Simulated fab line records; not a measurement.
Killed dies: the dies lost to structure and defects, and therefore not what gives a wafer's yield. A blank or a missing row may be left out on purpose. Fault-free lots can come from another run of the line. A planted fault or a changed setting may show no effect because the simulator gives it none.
Comparing a struck lot with a sound one	flow rit cmos	17 out of 202 route steps
Sound: the wafers L412.1, L412.5, L412.6. The struck wafers were L428.3, L428.4, L428.6. Last of all comes the cause.
Order at every step that has rows: each side's tool, ch and its chambers, its first start. Under that, the readings that differ: sound wafers	struck wafers	difference of the means	sigmas: that difference in standard deviations of wafers without a fault.
alike: readings with means less than 2 such deviations apart, plus words and numbers identical on both sides. not compared: withheld readings, readings lacking a value on some wafer, bounds such as >300 that could conceal the same value, and numbers that have no deviation in the record and whose values overlap.
The two part at a step that has a row with sigmas, a row that says differs or no value, or rows on one side only. When numbers do not overlap yet have no deviation, they are printed without sigmas and do not part them. Lack of a reading on every wafer of one side parts them only where that side has two or more wafers.

RIT_M1_SPUTTER_00: material Al, target thk 400 nm, time 500 s.
  sound on pvd sputter-03, day 3 10:25; struck on pvd sputter-01, day 6 17:43
  alike: throttle valve pct
RIT_M1_RS_MEAS_01: uses a four-point probe to measure.
  sound on film metro-03, day 3 10:42; struck on film metro-01, day 6 18:03
  alike: M1_AL_RS
RIT_M1_THK_MEAS_02: measures by xrf.
  sound on film metro-03, day 3 10:49; struck on film metro-01, day 6 18:09
  alike: M1_AL_THK
then, 6 steps without rows for these wafers: RIT_M1_HMDS_03 (prime time 60 s); RIT_M1_COAT_04 (resist thk 1300 nm); RIT_M1_SOFTBAKE_05 (time 60 s); RIT_M1_EXPOSE_06 (exposes mask M12, target cd 2600 nm); RIT_M1_PEB_07; RIT_M1_DEVELOP_08 (develop time 68 s).
RIT_M1_CD_MEAS_09: the cd target is 2600 nm.
  sound on cd sem-02, day 3 11:52; struck on cd sem-02, day 6 19:07
  alike: cd nm
RIT_M1_OVL_MEAS_10:
  sound on overlay-02, day 3 11:59; struck on overlay-02, day 6 19:13
  alike: M1_OVL
then, 1 step without rows for these wafers: RIT_M1_HARDBAKE_11 (time 120 s).
RIT_M1_METAL_ETCH_12: etches Al in Cl2/BCl3, stops on SiO2, time 165 s, target depth 600 nm.
  sound on rie metal-02 ch 0,1, day 3 12:17; struck on rie metal-01 ch 0,1, day 6 19:32
reading	sound	struck	difference	sigmas
oes product au (a.u.)	0.776 0.778 0.775	0.618 0.643 0.625	-0.148	-11
over etch frac	0.5 0.5 0.5	1.25 1.25 1.25	+0.75	
model.NOVOLAK_of_M1_COAT_04.thk nm (nm)	811.4 810.5 809	637.3 639.9 635.7	-172.7	
model.SiO2_of_CONTACT_CVD_00.thk nm (nm)	363.7 368.8 367.9	343.1 350.8 351.5	-18.3	
model.M1.feature depth nm (nm)	432.8 435.8 433.6	450.5 451.2 455.6	+18.4	
  alike: drypump motor current A, throttle valve pct
  not compared: rf hours counter h
then, 1 step without rows for these wafers: RIT_M1_STRIP_13 (strips in nmp, time 600 s).
RIT_M1_STRIP_14: strips in O2, time 180 s.
  sound on plasma asher-03 ch 0,1, day 3 12:37; struck on plasma asher-03 ch 0,1, day 6 19:53
  alike: drypump motor current A
  not compared: rf hours counter h
RIT_M1_CD_MEAS_90: the cd target is 2600 nm.
  sound on cd sem-02, day 3 12:47; struck on cd sem-02, day 6 20:19
reading	sound	struck	difference	sigmas
cd nm (nm)	2594.7 2597.6 2597.4	2588.3 2590.3 2587.5	-7.9	-3
  not compared: hold
RIT_M1_PROBE_99:
  sound on prober-02, day 3 14:32; struck on prober-02, day 7 02:14
  alike: defect limited yield, killed at contacts, killed at front end, killed dies, killed open, killed short, sort_bin_3_pad_short, sort_bin_5_function, sort_bin_6_memory, sort n pass, sort yield pct

## WHERE THEY PART
First at RIT_M1_METAL_ETCH_12; last, within this record, at RIT_M1_CD_MEAS_90. Later steps at which nothing parts them and some readings are alike: RIT_M1_PROBE_99.

WHY: what had been put in by the simulator
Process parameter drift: rie metal-01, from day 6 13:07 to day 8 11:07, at RIT_M1_METAL_ETCH_12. From 0.5, the setting over etch frac moved by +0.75.
